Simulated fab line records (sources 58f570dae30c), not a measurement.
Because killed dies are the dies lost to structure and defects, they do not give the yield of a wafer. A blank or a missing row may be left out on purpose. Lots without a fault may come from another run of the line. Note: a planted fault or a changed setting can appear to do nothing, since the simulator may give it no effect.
What tool caused it?    flow berkeley cmos170    Sampling: 13 lots, 38 wafers, 4 of 331 route steps

WHAT EACH GAUGE READ, for each wafer
UCB170_NWELL_THK_MEAS_02.
lot   measured     on             NWELL_OXIDE_THK (nm)
L943  day 1 23:44  film metro-03  27.3 27.3 27.8
L944  day 2 11:20  film metro-02  26.9 26.7 27.1
L945  day 2 11:20  film metro-01  26.6 26.7 26.6
L946  day 3 05:19  film metro-01  26.8 26.9 26.8
L947  day 3 05:19  film metro-03  26.9 27.1 27.6
L948  day 3 15:06  film metro-03  26.8 26.6 26.8
L951  day 3 23:22  film metro-01  26.6 26.6 27.0
L950  day 3 23:22  film metro-02  27.0 27.4 27.1
L952  day 3 23:23  film metro-03  27.1 27.2 26.9
L953  day 4 08:58  film metro-03  27.3 27.2 26.8
L954  day 4 08:58  film metro-01  27.1 26.4 26.6
L956  day 4 23:22  film metro-02  26.8 26.2 26.3
L964  day 6 16:17  film metro-02  26.0 26.2

UCB170_NWELL_THK_MEAS_05.
lot   measured     on             NWELL_NITRIDE_THK (nm)
L943  day 2 08:55  film metro-03  221.3 221.3 222.0
L944  day 2 23:28  film metro-01  222.5 222.6 224.5
L945  day 2 23:28  film metro-02  221.4 221.3 222.2
L946  day 3 12:57  film metro-01  222.4 220.2 220.8
L947  day 3 12:57  film metro-02  224.0 222.1 221.1
L948  day 4 00:13  film metro-01  224.1 225.0 221.7
L951  day 4 07:32  film metro-01  221.1 221.5 218.7
L950  day 4 07:32  film metro-02  220.4 220.0 220.2
L952  day 4 07:33  film metro-03  222.6 222.8 222.0
L953  day 4 17:39  film metro-02  219.9 220.0 219.9
L954  day 4 17:39  film metro-01  220.4 220.8 222.6
L956  day 5 07:43  film metro-02  226.2 225.3 226.0
L964  day 7 02:05  film metro-03  224.4 224.7

UCB170_M3_BOW_MEAS_20.
lot   measured      on             M3_BOW (um)
L943  day 9 02:53   film metro-04  29 43 16
L944  day 9 04:24   film metro-03  30 40 37
L945  day 9 04:49   film metro-03  26 19 43
L946  day 10 04:09  film metro-04  38 45 32
L947  day 10 02:44  film metro-01  36 41 41
L948  day 10 20:16  film metro-03  19 32 48
L951  day 11 15:30  film metro-03  39 40 33
L950  day 11 15:58  film metro-04  44 32 39
L952  day 11 18:27  film metro-03  39 34 38
L953  day 12 14:28  film metro-03  47 36 33
L954  day 12 14:20  film metro-01  27 28 31
L956  day 12 15:08  film metro-04  37 26 34
L964  day 14 13:16  film metro-03  43 34

EACH LOT AND THE TOOL THAT RAN IT (in order: tool; ch and the chambers of the sampled wafers; start)
lot   UCB170_ACTIVE_EXPOSE_10
L943  krf scanner-02 ch 0, day 5 01:25
L944  krf scanner-02 ch 0, day 5 07:40
L945  krf scanner-02 ch 0, day 5 07:47
L946  krf scanner-02 ch 0, day 6 02:17
L947  krf scanner-01 ch 0, day 6 02:03
L948  krf scanner-01 ch 0, day 6 10:40
L951  krf scanner-01 ch 0, day 6 17:01
L950  krf scanner-01 ch 0, day 6 17:31
L952  krf scanner-02 ch 0, day 6 17:17
L953  krf scanner-01 ch 0, day 7 11:55
L954  krf scanner-01 ch 0, day 7 04:47
L956  krf scanner-02 ch 0, day 7 11:38
L964  krf scanner-01 ch 0, day 10 03:13
- UCB170_ACTIVE_EXPOSE_10: exposes mask ACTIVE, target cd 1200 nm.

AS READ BY THE TOOLS THEMSELVES (means over the sampled wafers that have a number; for cases with no such wafer, the mark the record gives instead)
UCB170_ACTIVE_EXPOSE_10.
lot   tool            exposure dose mJ cm2
L943  krf scanner-02  19.920
L944  krf scanner-02  19.927
L945  krf scanner-02  19.907
L946  krf scanner-02  19.914
L947  krf scanner-01  19.938
L948  krf scanner-01  19.910
L951  krf scanner-01  19.907
L950  krf scanner-01  19.903
L952  krf scanner-02  19.922
L953  krf scanner-01  19.906
L954  krf scanner-01  19.894
L956  krf scanner-02  19.921
L964  krf scanner-01  19.843

THE ANSWER, worked out from the rows above alone
Rule: the usual values come from the lots themselves. Put in order of their means at a reading, lots are off if they are a third of the lots or fewer, leave a main group of 4 or more, and stand apart from it by a gap of 3 or more times the standard deviation of the main group's means; of several such gaps the widest counts. Not used: any main group whose means are identical at the precision the tables above print for the reading. Also off: a lot with no number at a reading for which 4 or more lots have one. Where the step has rows for the other lots, those lots are counted as sound. After the gauges, taken in route order, come the tools' own readings; for these a lot's mean is taken, as printed above. At the first step where some lot is off, the reading lying furthest off is the one used; lots without a number count as furthest.
Off at UCB170_ACTIVE_EXPOSE_10 (exposure dose mJ cm2): L964. The main group has a mean of 19.914 with a standard deviation of 0.012.
If a tool, at that step or one of the process steps before it, ran each lot that is off and ran no sound lot following the first of them, it fits. One candidate fits, namely krf scanner-01 at UCB170_ACTIVE_EXPOSE_10. Its last sound lot is L953 (day 7 11:55), its first lot that is off L964 (day 10 03:13): a fault that began between those two fits.
The tool's own readings at UCB170_ACTIVE_EXPOSE_10 bear it out: on the lots that are off they differ by more than 5 times the standard deviation of the sound lots' means. exposure dose mJ cm2 reads 19.843 there against 19.914 on the sound lots.

WHAT THE SIMULATOR HAD PUT IN
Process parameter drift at UCB170_ACTIVE_EXPOSE_10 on krf scanner-01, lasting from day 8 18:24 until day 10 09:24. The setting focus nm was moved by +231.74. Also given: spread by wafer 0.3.
Struck lots among those shown: L964. The same result came from the rule above.
